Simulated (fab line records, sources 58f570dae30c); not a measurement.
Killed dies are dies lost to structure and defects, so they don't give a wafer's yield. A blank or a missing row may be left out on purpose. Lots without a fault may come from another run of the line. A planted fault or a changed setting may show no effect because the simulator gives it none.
Which tool did it? | flow berkeley_cmos170 | 13 lots, 37 wafers sampled, at 6 steps of a route of 331

WHAT THE GAUGES READ, wafer by wafer
UCB170_PLDD_OVL_MEAS_07.
lot  | measured     | on         | PLDD_OVL (nm)
L479 | day 6 19:16  | overlay-01 | -9 -9 -15
L481 | day 6 20:16  | overlay-01 | 1 4 4
L482 | day 7 08:01  | overlay-02 | 1 3 -9
L483 | day 7 21:07  | overlay-01 | 3 0 -1
L484 | day 7 21:31  | overlay-01 | 0 3 -2
L487 | day 8 13:29  | overlay-01 | 0 1 -5
L488 | day 8 23:55  | overlay-01 | -9 -5 -6
L491 | day 8 23:20  | overlay-02 | -7 -5 -1
L489 | day 8 23:41  | overlay-02 | 14 10 18
L492 | day 9 12:46  | overlay-01 | 1 5 -8
L494 | day 9 13:46  | overlay-02 | 1 0 2
L496 | day 9 13:37  | overlay-02 | -3 -1 -7
L501 | day 11 01:13 | overlay-02 | 2

UCB170_NLDD_CD_MEAS_06: target cd 1200 nm.
lot  | measured     | on        | cd_nm (nm)
L479 | day 6 21:26  | cd_sem-01 | 1199.9 1200.1 1199.7
L481 | day 6 22:11  | cd_sem-01 | 1200.4 1202.4 1202.1
L482 | day 7 09:44  | cd_sem-02 | 1199.3 1200.5 1200.8
L483 | day 7 23:23  | cd_sem-01 | 1199.3 1200.0 1198.9
L484 | day 7 23:39  | cd_sem-02 | 1200.8 1201.3 1201.1
L487 | day 8 15:50  | cd_sem-02 | 1199.8 1201.3 1201.6
L488 | day 9 02:32  | cd_sem-01 | 1196.8 1197.8 1196.7
L491 | day 9 01:50  | cd_sem-02 | 1200.9 1199.1 1200.0
L489 | day 9 02:14  | cd_sem-01 | 1200.5 1199.8 1202.1
L492 | day 9 14:44  | cd_sem-02 | 1201.1 1199.0 1199.8
L494 | day 9 16:20  | cd_sem-01 | 1198.4 1198.0 1199.3
L496 | day 9 16:01  | cd_sem-01 | 1198.4 1199.2 1200.5
L501 | day 11 04:21 | cd_sem-01 | 1200.4

UCB170_M1_CD_MEAS_90: target cd 700 nm.
lot  | measured     | on        | cd_nm (nm)
L479 | day 7 15:19  | cd_sem-02 | 701.5 700.9 700.0
L481 | day 7 16:56  | cd_sem-01 | 698.4 695.2 694.8
L482 | day 8 06:56  | cd_sem-02 | 700.1 698.7 699.5
L483 | day 8 20:11  | cd_sem-01 | 696.0 696.0 695.1
L484 | day 8 22:55  | cd_sem-02 | 695.2 700.2 697.0
L487 | day 9 14:35  | cd_sem-01 | 700.0 702.7 699.9
L488 | day 10 05:31 | cd_sem-01 | 703.3 701.5 705.7
L491 | day 10 04:56 | cd_sem-01 | 702.9 701.4 699.2
L489 | day 10 05:34 | cd_sem-02 | 700.1 698.7 702.0
L492 | day 10 15:04 | cd_sem-02 | 702.4 699.7 696.4
L494 | day 10 20:31 | cd_sem-01 | 702.9 701.1 700.9
L496 | day 10 19:42 | cd_sem-01 | 695.4 693.8 697.9
L501 | day 12 02:24 | cd_sem-01 | 676.5

WHICH TOOL RAN EACH LOT (tool, then ch and the chambers of the sampled wafers, then the start)
lot  | UCB170_PVT_STRIP_08                 | UCB170_M1_METAL_ETCH_12           | UCB170_M1_STRIP_13
L479 | plasma_asher-04 ch 0,1, day 6 06:04 | rie_metal-01 ch 0,1, day 7 14:40  | plasma_asher-04 ch 0,1, day 7 14:47
L481 | plasma_asher-01 ch 0,1, day 6 07:14 | rie_metal-04 ch 0, day 7 16:34    | plasma_asher-04 ch 0,1, day 7 16:50
L482 | plasma_asher-02 ch 0,1, day 6 20:44 | rie_metal-04 ch 0,1, day 8 06:41  | plasma_asher-04 ch 0,1, day 8 06:48
L483 | plasma_asher-02 ch 0,1, day 7 05:34 | rie_metal-02 ch 0,1, day 8 19:58  | plasma_asher-01 ch 0,1, day 8 20:05
L484 | plasma_asher-04 ch 0,1, day 7 05:50 | rie_metal-04 ch 0,1, day 8 22:40  | plasma_asher-01 ch 1, day 8 22:48
L487 | plasma_asher-01 ch 0,1, day 7 23:11 | rie_metal-01 ch 0,1, day 9 14:22  | plasma_asher-02 ch 0,1, day 9 14:29
L488 | plasma_asher-04 ch 0,1, day 8 08:13 | rie_metal-02 ch 0,1, day 10 05:13 | plasma_asher-01 ch 0,1, day 10 05:21
L491 | plasma_asher-01 ch 0,1, day 8 08:31 | rie_metal-01 ch 0,1, day 10 04:19 | plasma_asher-01 ch 0,1, day 10 04:26
L489 | plasma_asher-04 ch 0,1, day 8 08:46 | rie_metal-01 ch 0,1, day 10 05:20 | plasma_asher-02 ch 0,1, day 10 05:28
L492 | plasma_asher-01 ch 0,1, day 8 18:25 | rie_metal-02 ch 0,1, day 10 14:50 | plasma_asher-04 ch 0,1, day 10 14:57
L494 | plasma_asher-02 ch 0,1, day 8 18:32 | rie_metal-02 ch 0,1, day 10 20:14 | plasma_asher-02 ch 0,1, day 10 20:22
L496 | plasma_asher-01 ch 0,1, day 8 18:43 | rie_metal-04 ch 0,1, day 10 19:28 | plasma_asher-02 ch 0,1, day 10 19:35
L501 | plasma_asher-04 ch 1, day 10 09:22  | rie_metal-02 ch 0, day 12 02:09   | plasma_asher-02 ch 0, day 12 02:16
- UCB170_PVT_STRIP_08: strips in O2.
- UCB170_M1_METAL_ETCH_12: etches Al in Cl2/BCl3, stops on PSG, target depth 780 nm, time 130 s.
- UCB170_M1_STRIP_13: strips in O2.

WHAT THE TOOLS THEMSELVES READ (means of the sampled wafers that have a number; where no wafer has one, the mark that the record gives instead)
UCB170_PVT_STRIP_08.
lot  | tool            | drypump_motor_current_A (A) | oes_product_au (a.u.) | strip_time_to_endpoint_s (s)
L479 | plasma_asher-04 | 5.11                        | 0.736                 | 21.59
L481 | plasma_asher-01 | 5.47                        | 0.730                 | 21.59
L482 | plasma_asher-02 | 5.48                        | 0.737                 | 21.65
L483 | plasma_asher-02 | 5.46                        | 0.739                 | 21.69
L484 | plasma_asher-04 | 5.21                        | 0.738                 | 21.60
L487 | plasma_asher-01 | 5.69                        | 0.736                 | 21.59
L488 | plasma_asher-04 | 5.13                        | 0.740                 | 21.63
L491 | plasma_asher-01 | 5.71                        | 0.733                 | 21.59
L489 | plasma_asher-04 | 5.11                        | 0.732                 | 21.56
L492 | plasma_asher-01 | 5.70                        | 0.739                 | 21.59
L494 | plasma_asher-02 | 5.48                        | 0.736                 | 21.73
L496 | plasma_asher-01 | 5.46                        | 0.733                 | 21.62
L501 | plasma_asher-04 | 4.97                        | 0.738                 | 21.68

UCB170_M1_METAL_ETCH_12.
lot  | tool         | drypump_motor_current_A (A) | oes_product_au (a.u.) | run_length_s (s) | throttle_valve_pct (%)
L479 | rie_metal-01 | 5.99                        | 0.860                 | 158.1            | 24.6
L481 | rie_metal-04 | 5.81                        | 0.862                 | 158.5            | 23.8
L482 | rie_metal-04 | 5.70                        | 0.863                 | 157.9            | 24.6
L483 | rie_metal-02 | 6.06                        | 0.844                 | 158.4            | 24.5
L484 | rie_metal-04 | 5.75                        | 0.859                 | 158.2            | 24.2
L487 | rie_metal-01 | 6.04                        | 0.852                 | 158.0            | 24.6
L488 | rie_metal-02 | 5.85                        | 0.839                 | 158.6            | 24.8
L491 | rie_metal-01 | 6.07                        | 0.870                 | 158.0            | 24.6
L489 | rie_metal-01 | 6.05                        | 0.868                 | 157.8            | 24.6
L492 | rie_metal-02 | 5.85                        | 0.839                 | 158.9            | 24.8
L494 | rie_metal-02 | 6.04                        | 0.853                 | 158.5            | 24.5
L496 | rie_metal-04 | 5.72                        | 0.874                 | 158.0            | 24.6
L501 | rie_metal-02 | 5.64                        | 0.646                 | 253.2            | 25.1

UCB170_M1_STRIP_13.
lot  | tool            | drypump_motor_current_A (A) | oes_product_au (a.u.)
L479 | plasma_asher-04 | 5.22                        | 0.716
L481 | plasma_asher-04 | 5.10                        | 0.722
L482 | plasma_asher-04 | 5.10                        | 0.719
L483 | plasma_asher-01 | 5.70                        | 0.720
L484 | plasma_asher-01 | 5.24                        | 0.720
L487 | plasma_asher-02 | 5.42                        | 0.717
L488 | plasma_asher-01 | 5.46                        | 0.716
L491 | plasma_asher-01 | 5.71                        | 0.717
L489 | plasma_asher-02 | 5.46                        | 0.722
L492 | plasma_asher-04 | 5.12                        | 0.724
L494 | plasma_asher-02 | 5.46                        | 0.719
L496 | plasma_asher-02 | 5.47                        | 0.721
L501 | plasma_asher-02 | 5.51                        | 0.469

THE ANSWER, worked out from the rows above alone
Rule: what is usual is taken from the lots themselves. Put in order of their means at a reading, lots are off if they are a third of the lots or fewer, leave a main group of 4 or more, and stand apart from it by a gap of 3 or more times the standard deviation of the main group's means; of several such gaps the widest counts. A main group whose means are all the same, to the digits that the tables above print for the reading, isn't used. A lot without any number at a reading at which 4 lots or more have one is off too. The other lots that the step has rows for count as sound. The gauges are gone through in route order, then the tools' own readings, and for those a lot's mean is taken as printed above. The first step at which some lot is off is used, and at that step the reading that is off furthest; a lot without a number counts as furthest.
Off: L501, at UCB170_M1_CD_MEAS_90 (cd_nm). The main group: mean 699.3 nm, standard deviation 2.4.
A tool fits if, at a process step before that reading, it ran every lot that is off, and no sound lot after the first of them. The gauges at UCB170_M1_CD_MEAS_90 aren't tried: what is off there is off at UCB170_M1_METAL_ETCH_12 too, on other tools, and a gauge's error can't cause that. Can't be told from this: 3 tools fit, plasma_asher-04 at UCB170_PVT_STRIP_08, rie_metal-02 at UCB170_M1_METAL_ETCH_12, plasma_asher-02 at UCB170_M1_STRIP_13.

WHAT THE SIMULATOR HAD PUT IN
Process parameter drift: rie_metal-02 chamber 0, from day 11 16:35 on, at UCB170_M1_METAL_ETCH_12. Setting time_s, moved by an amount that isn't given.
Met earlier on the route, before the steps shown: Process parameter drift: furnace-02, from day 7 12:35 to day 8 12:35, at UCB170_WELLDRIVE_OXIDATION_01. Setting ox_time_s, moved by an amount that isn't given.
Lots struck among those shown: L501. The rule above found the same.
